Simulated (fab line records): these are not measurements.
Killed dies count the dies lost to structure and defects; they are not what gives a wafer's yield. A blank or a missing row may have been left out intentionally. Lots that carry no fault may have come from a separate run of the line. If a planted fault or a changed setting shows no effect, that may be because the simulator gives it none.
fab line records	flow rit_cmos
record: lots: 14	wafers: 42	last_day: 7
route steps=202 shown M1@198
lots with no fault: from the same line, run without faults
start_h: hours from the record's opening day to when the first of the lot's shown wafers began	wait_h: hours since the lot's step before	" same as the row above	L1.1+2: several wafers, shown together as one row	- no value present, or no start provided	* or withheld: withheld	< > ~ a bound
route shown NAME@n: names a module that has steps shown in the file, with the first one's number in the route	usual: mean/standard deviation taken from wafers without a fault	same: alike in all rows	chamber/n: place in a boat	sites: per-site readings	_std_site: the values' standard deviation	_edge_site: mean of outer sites minus mean of inner sites	radius_mm: how far each site lies from the wafer's centre	mask NAME#n: copy n	behind: tool/chamber where the wafer was last shaped	hold: why the lot was held/for how many hours/how that ended	device: whichever transistor did not switch (one of n, p or np)	end of line: the same wafers' tests at the end of the route	for a step that has no rows: nothing shown but its recipe	killed: at the first sort, the dies lost to defects and structure; wafer yield is something else	map: the dies of a wafer, with x for killed, . for not killed, _ for no die there
set.NAME: setting as actually run; set.NAME@STEP: the setting as run at that earlier step	model.NAME: the simulator's own value behind a step, which no gauge read
one table for each step of the route and one row for each wafer, over a sample of lots
services: a tool's chamber out of use, with start hour (start_h, from the record's first day; less than 0 if before it), hours out, and reason
== steps ==
step: RIT_M1_STRIP_14
recipe: chemistry: O2	time_s: 180	platen_temp_c: withheld	power_w: 500	pressure_mtorr: 4000	o2_flow_sccm: 4000
usual: drypump_motor_current_A: 5.67/0.28	o2_flow_sccm: 4000/13	run_length_s: 208.3/0.54
lot.wafer	tool	chamber	start_h	wait_h	drypump_motor_current_A	o2_flow_sccm	rf_hours_counter_h	run_length_s
L320.3	plasma_asher-04	0	57.02	0.1	5.95	4005	-	207.8
L320.5	"	1	"	"	5.58	4029	-	207.6
L320.6	"	0	"	"	5.97	3995	-	208.0
L322.4	plasma_asher-04	0	75.13	0.1	5.99	4004	-	207.8
L322.5	"	1	"	"	5.59	3997	-	207.7
L322.6	"	0	"	"	5.98	3997	-	207.8
L324.1	plasma_asher-04	0	79.13	0.0	5.98	4013	40	207.8
L324.2	"	1	"	"	5.58	4004	40	207.8
L324.6	"	1	"	"	5.61	4001	-	207.5
L326.1	plasma_asher-04	1	93.72	0.0	5.62	4000	42	208.0
L326.5	"	0	"	"	5.95	3986	-	208.4
L326.6	"	1	"	"	5.58	4017	-	207.5
L329.1	plasma_asher-04	0	105.73	0.0	5.98	3975	43	208.4
L329.4	"	0	"	"	6.00	3972	-	208.0
L329.6	"	0	"	"	5.99	3985	-	208.3
L330.3	plasma_asher-01	0	109.59	0.1	5.22	4005	-	208.0
L330.5	"	1	"	"	6.04	3983	-	208.4
L330.6	"	0	"	"	5.22	4008	-	208.5
L331.4	plasma_asher-01	0	115.89	0.1	5.20	3999	-	208.1
L331.5	"	0	"	"	5.20	3988	-	208.3
L331.6	"	1	"	"	6.03	4007	-	208.2
L333.1	plasma_asher-01	1	127.14	0.0	6.02	4003	50	208.1
L333.5	"	1	"	"	6.04	3985	-	208.3
L333.6	"	0	"	"	5.21	3996	-	208.6
L334.1	plasma_asher-02	0	130.51	0.0	5.80	3996	36	209.0
L334.2	"	1	"	"	5.37	3996	36	208.5
L334.5	"	1	"	"	5.35	4020	-	208.2
L335.4	plasma_asher-04	0	135.39	0.1	5.97	4006	-	208.4
L335.5	"	0	"	"	5.97	4001	-	207.9
L335.6	"	1	"	"	5.58	3998	-	207.8
L338.2	plasma_asher-01	0	151.27	0.0	5.21	4011	52	102.9
L338.5	"	0	"	"	5.22	3991	-	102.3
L338.6	"	1	"	"	6.01	4000	-	208.5
L340.1	plasma_asher-02	0	159.11	0.0	5.78	3992	39	209.2
L340.3	"	1	"	"	5.37	3992	-	208.2
L340.5	"	1	"	"	5.37	3996	-	208.4
L341.1	plasma_asher-01	0	164.10	0.0	5.22	3981	54	102.4
L341.2	"	1	"	"	6.02	4001	54	208.1
L341.3	"	1	"	"	6.03	3984	-	208.2
L343.1	plasma_asher-02	0	177.29	0.0	5.80	4011	41	209.2
L343.2	"	1	"	"	5.34	3990	41	208.2
L343.6	"	0	"	"	5.82	4019	-	209.4
step: RIT_M1_PROBE_99
usual: defect_limited_yield: 97.1/1.2	killed_at_contacts: 0.0/0.22	killed_at_front_end: 7/3.2	killed_dies: 8/3.2	killed_open: 3.7/2.1	killed_short: 3.8/2.2	sort_bin_3_pad_short: 0.1/0.24	sort_bin_5_function: 1.7/0.87	sort_bin_6_memory: 1.0/0.64	sort_n_pass: 256/3.2	sort_yield_pct: 97.1/1.2
same: gross_dies: 264	killed_at_M0_to_M3: 0	killed_at_M4_up: 0	killed_at_back_side: 0	killed_at_other: 0
lot.wafer	tool	chamber	start_h	wait_h	defect_limited_yield[%]	killed_at_contacts	killed_at_front_end	killed_dies	killed_open	killed_short	sort_bin_3_pad_short[%]	sort_bin_5_function[%]	sort_bin_6_memory[%]	sort_n_pass	sort_yield_pct[%]
L320.3	prober-01	-	59.00	0.2	97.7	0	6	6	3	3	0.4	1.1	0.8	258	97.7
L320.5	prober-01	-	59.10	0.2	97.0	0	8	8	3	5	0	1.9	1.1	256	97.0
L320.6	prober-01	-	59.15	0.2	97.0	0	8	8	4	4	0	1.1	1.9	256	97.0
L322.4	prober-01	-	77.13	0.2	99.2	0	2	2	2	0	0	0.4	0.4	262	99.2
L322.5	prober-01	-	77.18	0.2	95.5	0	12	12	7	5	0.4	1.5	2.7	252	95.5
L322.6	prober-01	-	77.23	0.2	97.3	1	6	7	4	3	0	2.3	0.4	257	97.3
L324.1	prober-01	-	81.05	0.1	97.3	0	7	7	4	3	0	1.5	1.1	257	97.3
L324.2	prober-01	-	81.10	0.1	98.1	0	5	5	0	5	0.4	1.1	0.4	259	98.1
L324.6	prober-01	-	81.30	0.2	98.5	0	4	4	3	1	0	1.5	0	260	98.5
L326.1	prober-01	-	95.63	0.1	95.5	0	12	12	5	7	0	3.0	1.5	252	95.5
L326.5	prober-01	-	95.83	0.2	95.5	1	11	12	6	6	0	3.0	1.5	252	95.5
L326.6	prober-01	-	95.88	0.2	98.1	0	5	5	1	4	0	1.1	0.8	259	98.1
L329.1	prober-02	-	107.64	0.1	98.1	0	5	5	0	5	0	1.5	0.4	259	98.1
L329.4	prober-02	-	107.79	0.2	95.8	0	11	11	7	4	0	2.3	1.9	253	95.8
L329.6	prober-02	-	107.89	0.2	95.8	0	11	11	5	6	0.8	2.7	0.8	253	95.8
L330.3	prober-01	-	111.55	0.2	97.7	0	6	6	3	3	0	1.1	1.1	258	97.7
L330.5	prober-01	-	111.65	0.2	98.9	0	3	3	2	1	0	1.1	0	261	98.9
L330.6	prober-01	-	111.70	0.2	94.3	0	15	15	10	5	0	2.3	3.4	249	94.3
L331.4	prober-02	-	117.89	0.2	93.6	0	17	17	8	9	0.4	3.0	3.0	247	93.6
L331.5	prober-02	-	117.94	0.2	98.5	0	4	4	3	1	0	0.8	0.8	260	98.5
L331.6	prober-02	-	117.99	0.2	97.7	0	6	6	5	1	0	1.1	1.1	258	97.7
L333.1	prober-02	-	129.05	0.1	98.1	0	5	5	0	5	0	1.1	0.8	259	98.1
L333.5	prober-02	-	129.25	0.2	95.8	0	11	11	3	8	0.4	2.3	1.5	253	95.8
L333.6	prober-02	-	129.30	0.2	95.5	0	12	12	7	5	0	2.7	1.9	252	95.5
L334.1	prober-01	-	132.42	0.1	97.7	0	6	6	2	4	0	1.5	0.8	258	97.7
L334.2	prober-01	-	132.47	0.1	96.6	0	9	9	2	7	0.4	1.1	1.9	255	96.6
L334.5	prober-01	-	132.62	0.2	97.7	0	6	6	4	2	0	1.1	1.1	258	97.7
L335.4	prober-02	-	137.39	0.2	98.1	0	5	5	2	3	0	1.1	0.8	259	98.1
L335.5	prober-02	-	137.44	0.2	98.9	0	3	3	2	1	0	0.8	0.4	261	98.9
L335.6	prober-02	-	137.49	0.2	98.1	0	5	5	3	2	0	0.8	1.1	259	98.1
L338.2	prober-01	-	153.24	0.1	96.6	0	9	9	6	3	0	1.9	1.5	255	96.6
L338.5	prober-01	-	153.39	0.2	97.7	0	6	6	3	3	0	0.8	1.5	258	97.7
L338.6	prober-01	-	153.44	0.2	97.3	0	7	7	3	4	1.1	1.1	0.4	257	97.3
L340.1	prober-01	-	161.03	0.1	98.1	0	5	5	1	4	0	1.1	0.8	259	98.1
L340.3	prober-01	-	161.13	0.2	97.3	0	7	7	6	1	0	1.1	1.5	257	97.3
L340.5	prober-01	-	161.23	0.2	98.9	0	3	3	2	1	0	0.8	0.4	261	98.9
L341.1	prober-02	-	166.01	0.1	97.0	1	7	8	2	6	0	2.7	0.4	256	97.0
L341.2	prober-02	-	166.06	0.1	96.2	0	10	10	3	7	0.4	2.3	1.1	254	96.2
L341.3	prober-02	-	166.11	0.2	97.0	0	8	8	3	5	0.8	1.5	0.8	256	97.0
L343.1	prober-02	-	179.21	0.1	96.6	0	9	9	4	5	0	1.1	2.3	255	96.6
L343.2	prober-02	-	179.26	0.1	94.7	0	14	14	8	6	0	2.7	2.7	250	94.7
L343.6	prober-02	-	179.46	0.2	97.7	0	6	6	2	4	0	1.5	0.8	258	97.7
killed by level:class
L320.3 GATE:geometric_particle:open=2 FOX1:geometric_particle:short=1 GATE:geometric_particle:short=1 REOX:geometric_particle:short=1 SILICIDE:geometric_particle:open=1
L320.5 FOX2:geometric_particle:short=2 REOX:geometric_particle:short=2 FOX2:geometric_particle:open=1 GATE:geometric_particle:open=1 SPACER:geometric_particle:short=1 SILICIDE:geometric_particle:open=1
L320.6 GATE:geometric_particle:open=4 FOX1:geometric_particle:short=3 SILICIDE:geometric_particle:short=1
L322.4 FOX1:geometric_particle:open=1 FOX2:geometric_particle:open=1
L322.5 FOX1:geometric_particle:open=2 FOX1:geometric_particle:short=2 GATE:geometric_particle:short=2 SPACER:geometric_particle:open=2 FOX2:geometric_particle:short=1 FOX2:geometric_particle:open=1 GATE:geometric_particle:open=1 SILICIDE:geometric_particle:open=1
L322.6 SPACER:geometric_particle:short=3 FOX1:geometric_particle:open=2 SPACER:geometric_particle:open=1 CONTACT:geometric_particle:open=1
L324.1 FOX1:geometric_particle:open=3 GATE:geometric_particle:short=2 SPACER:geometric_particle:short=1 SILICIDE:geometric_particle:open=1
L324.2 GATE:geometric_particle:short=3 REOX:geometric_particle:short=1 SPACER:geometric_particle:short=1
L324.6 FOX1:geometric_particle:open=2 GATE:geometric_particle:open=1 SILICIDE:geometric_particle:short=1
L326.1 GATE:geometric_particle:open=3 GATE:geometric_particle:short=3 FOX1:geometric_particle:open=1 FOX2:geometric_particle:short=1 REOX:geometric_particle:short=1 SPACER:geometric_particle:short=1 SILICIDE:geometric_particle:short=1 SILICIDE:geometric_particle:open=1
L326.5 GATE:geometric_particle:short=2 SILICIDE:geometric_particle:open=2 FOX1:geometric_particle:open=1 FOX2:geometric_particle:short=1 GATE:geometric_particle:open=1 REOX:geometric_particle:open=1 REOX:geometric_particle:short=1 SPACER:geometric_particle:short=1
L326.6 GATE:geometric_particle:short=2 FOX1:geometric_particle:short=1 REOX:geometric_particle:open=1 SILICIDE:geometric_particle:short=1
L329.1 FOX2:geometric_particle:short=2 SPACER:geometric_particle:short=2 GATE:geometric_particle:short=1
L329.4 GATE:geometric_particle:open=4 SILICIDE:geometric_particle:short=2 FOX1:geometric_particle:open=1 GATE:geometric_particle:short=1 REOX:geometric_particle:short=1 SPACER:geometric_particle:open=1 SILICIDE:geometric_particle:open=1
L329.6 GATE:geometric_particle:short=3 SPACER:geometric_particle:open=3 GATE:geometric_particle:open=2 SPACER:geometric_particle:short=2 FOX1:geometric_particle:short=1
L330.3 GATE:geometric_particle:open=2 GATE:geometric_particle:short=2 FOX1:geometric_particle:short=1 FOX1:geometric_particle:open=1
L330.5 FOX2:geometric_particle:short=1 REOX:geometric_particle:open=1 SPACER:geometric_particle:open=1
L330.6 GATE:geometric_particle:open=5 GATE:geometric_particle:short=2 REOX:geometric_particle:open=2 SPACER:geometric_particle:short=2 FOX1:geometric_particle:open=1 FOX2:geometric_particle:open=1 REOX:geometric_particle:short=1 SPACER:geometric_particle:open=1
L331.4 GATE:geometric_particle:open=5 GATE:geometric_particle:short=3 REOX:geometric_particle:short=2 SPACER:geometric_particle:open=2 SILICIDE:geometric_particle:short=2 FOX2:geometric_particle:short=1 REOX:geometric_particle:open=1 SPACER:geometric_particle:short=1
L331.5 GATE:geometric_particle:open=2 GATE:geometric_particle:short=1 SPACER:geometric_particle:open=1
L331.6 GATE:geometric_particle:open=2 FOX2:geometric_particle:open=1 REOX:geometric_particle:open=1 SPACER:geometric_particle:short=1 SPACER:geometric_particle:open=1
L333.1 GATE:geometric_particle:short=4 REOX:geometric_particle:short=1
L333.5 GATE:geometric_particle:short=4 FOX2:geometric_particle:short=2 REOX:geometric_particle:short=2 GATE:geometric_particle:open=1 REOX:geometric_particle:open=1 SPACER:geometric_particle:open=1
L333.6 REOX:geometric_particle:open=4 SPACER:geometric_particle:short=3 GATE:geometric_particle:open=2 GATE:geometric_particle:short=2 SPACER:geometric_particle:open=1
L334.1 REOX:geometric_particle:short=2 GATE:geometric_particle:short=1 GATE:geometric_particle:open=1 REOX:geometric_particle:open=1 SILICIDE:geometric_particle:short=1
L334.2 GATE:geometric_particle:short=2 REOX:geometric_particle:short=2 SPACER:geometric_particle:open=2 FOX1:geometric_particle:short=1 SPACER:geometric_particle:short=1 SILICIDE:geometric_particle:short=1
L334.5 SPACER:geometric_particle:open=3 SPACER:geometric_particle:short=1 SILICIDE:geometric_particle:open=1 SILICIDE:geometric_particle:short=1
L335.4 FOX2:geometric_particle:short=1 FOX2:geometric_particle:open=1 REOX:geometric_particle:short=1 SPACER:geometric_particle:open=1 SILICIDE:geometric_particle:short=1
L335.5 GATE:geometric_particle:open=2 GATE:geometric_particle:short=1
L335.6 FOX1:geometric_particle:open=1 FOX2:geometric_particle:open=1 GATE:geometric_particle:short=1 GATE:geometric_particle:open=1 REOX:geometric_particle:short=1
L338.2 GATE:geometric_particle:open=2 GATE:geometric_particle:short=2 REOX:geometric_particle:open=2 FOX1:geometric_particle:open=1 REOX:geometric_particle:short=1 SPACER:geometric_particle:open=1
L338.5 FOX1:geometric_particle:short=2 FOX2:geometric_particle:open=1 GATE:geometric_particle:open=1 GATE:geometric_particle:short=1 SPACER:geometric_particle:open=1
L338.6 GATE:geometric_particle:short=2 ACTIVE:geometric_particle:open=1 FOX2:geometric_particle:short=1 GATE:geometric_particle:open=1 REOX:geometric_particle:short=1 REOX:geometric_particle:open=1
L340.1 GATE:geometric_particle:short=3 FOX1:geometric_particle:short=1 FOX2:geometric_particle:open=1
L340.3 FOX1:geometric_particle:open=2 FOX2:geometric_particle:open=2 FOX2:geometric_particle:short=1 REOX:geometric_particle:open=1 SPACER:geometric_particle:open=1
L340.5 FOX1:geometric_particle:short=1 GATE:geometric_particle:open=1 SILICIDE:geometric_particle:open=1
L341.1 GATE:geometric_particle:short=4 REOX:geometric_particle:short=1 SPACER:geometric_particle:open=1 SILICIDE:geometric_particle:open=1 CONTACT:geometric_particle:short=1
L341.2 GATE:geometric_particle:short=4 GATE:geometric_particle:open=2 REOX:geometric_particle:short=1 SPACER:geometric_particle:short=1 SPACER:geometric_particle:open=1 SILICIDE:geometric_particle:short=1
L341.3 SPACER:geometric_particle:short=3 GATE:geometric_particle:open=2 GATE:geometric_particle:short=2 FOX2:geometric_particle:open=1
L343.1 SPACER:geometric_particle:open=4 SPACER:geometric_particle:short=3 GATE:geometric_particle:short=2
L343.2 GATE:geometric_particle:open=5 REOX:geometric_particle:open=2 SILICIDE:geometric_particle:short=2 FOX1:geometric_particle:short=1 FOX2:geometric_particle:open=1 FOX2:geometric_particle:short=1 GATE:geometric_particle:short=1 REOX:geometric_particle:short=1
L343.6 FOX1:geometric_particle:open=2 FOX1:geometric_particle:short=2 REOX:geometric_particle:short=2
== services ==
tool	chamber	start_h	hours	kind
plasma_asher-01	-	54.90	3.0	repair
plasma_asher-04	-	89.88	0.5	repair
plasma_asher-02	-	132.94	4.4	repair
plasma_asher-02	-	165.77	2.1	repair
== key ==
first_sign: step: RIT_M1_STRIP_14	reading: run_length_s	direction: down	sigmas: 99+	usual: *	struck: *
effect none on later readings
met_at RIT_M1_STRIP_14
struck_lots L338,L341
struck_wafers L338.2,L338.5,L341.1
onset_between 127.14 151.27
fault: kind: process_parameter_drift	tool: plasma_asher-01	chamber: 0	onset_h: 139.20	steps: RIT_M1_STRIP_14	channel: time_s	offset: *	shape: step	end_h: 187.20	acts_in: *	stated: *
